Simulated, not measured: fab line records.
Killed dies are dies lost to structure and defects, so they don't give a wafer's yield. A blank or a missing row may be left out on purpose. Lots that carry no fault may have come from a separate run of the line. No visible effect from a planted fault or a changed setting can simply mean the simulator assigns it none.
Code-filled problem report in 8D (eight disciplines) form ; flow rit-cmos ; the parts of the form that need people (team, actions taken, sign-off) are left out

## 1. WHAT IS WRONG
CONTACT_TEOS_THK at RIT_CONTACT_THK_MEAS_01 reads a mean of 350 nm on 2 wafers of 2 lots; wafers without a fault read 402 nm with a standard deviation of 6.6. Measured from the usual mean, that is -7.8 standard deviations.
Seen first at day 5 05:31 on film-metro-02, wafer L690.3. At this step, 39 wafers from 13 lots have a number in the record. Rule for "out", or "out of limits": more than 4 standard deviations from the usual mean. The other wafers with a number count as sound.

## 2. WHAT IT IS AND WHAT IT IS NOT
question;is;is not
which readings at this step;CONTACT_TEOS_THK;-
which lots;L690, L693;L680, L681, L683, L684, L694, L695, L697, L698, L700, L701, L703
which wafers of those lots;L690.3, L693.1;L690.5, L690.6, L693.2, L693.6
read on which gauges;film-metro-02, film-metro-03;film-metro-04
when;from day 5 05:31;"up to then (14 sound wafers); but 23 sound wafers of L693, L694, L695, L697, L698, L700, L701, L703 came after"

## 3. SUSPECTS, AND WHAT RULES EACH OUT
Counting: if a tool at a process step up to the reading ran every lot that is out, it stays a suspect. Sound lots after the first of them don't rule it out here, since some wafers of a struck lot are sound.
- the gauge at RIT_CONTACT_THK_MEAS_01 has been ruled out. 2 gauges (film-metro-02, film-metro-03) read the wafers that are out.
- plasma-asher-03 at RIT_NRETRO_STRIP_09 (strips in O2, time 180 s): kept. It processed each lot that is out (first: L690, day 4 08:34); up to then, its last sound lot is L680 (day 2 07:59).
- plasma-asher-02 at RIT_NLDD_STRIP_09 (strips in O2, time 180 s): kept. It processed each lot that is out (first: L690, day 4 20:53); up to then, its last sound lot is L683 (day 3 17:28).
- pecvd-04 at RIT_CONTACT_CVD_00 (deposits SiO2 from TEOS, target thk 400 nm, time 61 s): kept. It processed each lot that is out (first: L690, day 5 05:26); up to then, its last sound lot is L684 (day 4 07:38).
- pecvd-04, RIT_CONTACT_CVD_00: wafers that are out in chamber 0, sound lot-mates in chambers 1, 2.
The count leaves plasma-asher-03 at RIT_NRETRO_STRIP_09, plasma-asher-02 at RIT_NLDD_STRIP_09, and pecvd-04 at RIT_CONTACT_CVD_00.

## 4. THE CAUSE (what the simulator had put in)
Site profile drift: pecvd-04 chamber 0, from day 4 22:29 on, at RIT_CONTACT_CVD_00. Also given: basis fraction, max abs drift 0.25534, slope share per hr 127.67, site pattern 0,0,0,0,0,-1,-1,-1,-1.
Counting left 3 suspects, and this tool is among them.

## 5. THE EFFECT CHAIN, in route order
Each row: a reading where the mean over the struck wafers with a number is more than 3 standard deviations away from the usual. Scope: only readings with a usual standard deviation given in the record; hours: median across lots of the time from each lot's start at the first step in this table that gives one to its start at this step; sigmas: change in usual standard deviations.
hours;step;reading;usual;on struck wafers;change;sigmas
0;RIT_CONTACT_THK_MEAS_01;CONTACT_TEOS_THK;402 nm;350;-52;-7.8

## 6. HOW IT WOULD HAVE BEEN CAUGHT EARLIER
In this record the first reading out of limits at a measuring or inspecting step was taken at day 5 05:31, 7 hours after the fault began at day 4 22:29.
Of the tool readings at RIT_CONTACT_CVD_00 for which the record gives a usual standard deviation, none was out on any struck wafer, so an alarm limit of 4 standard deviations on them would not have fired.
Lots out: 2; of these, L693 started RIT_CONTACT_CVD_00 on pecvd-04 after day 5 05:31. It would have been spared by a hold on the tool at that moment.
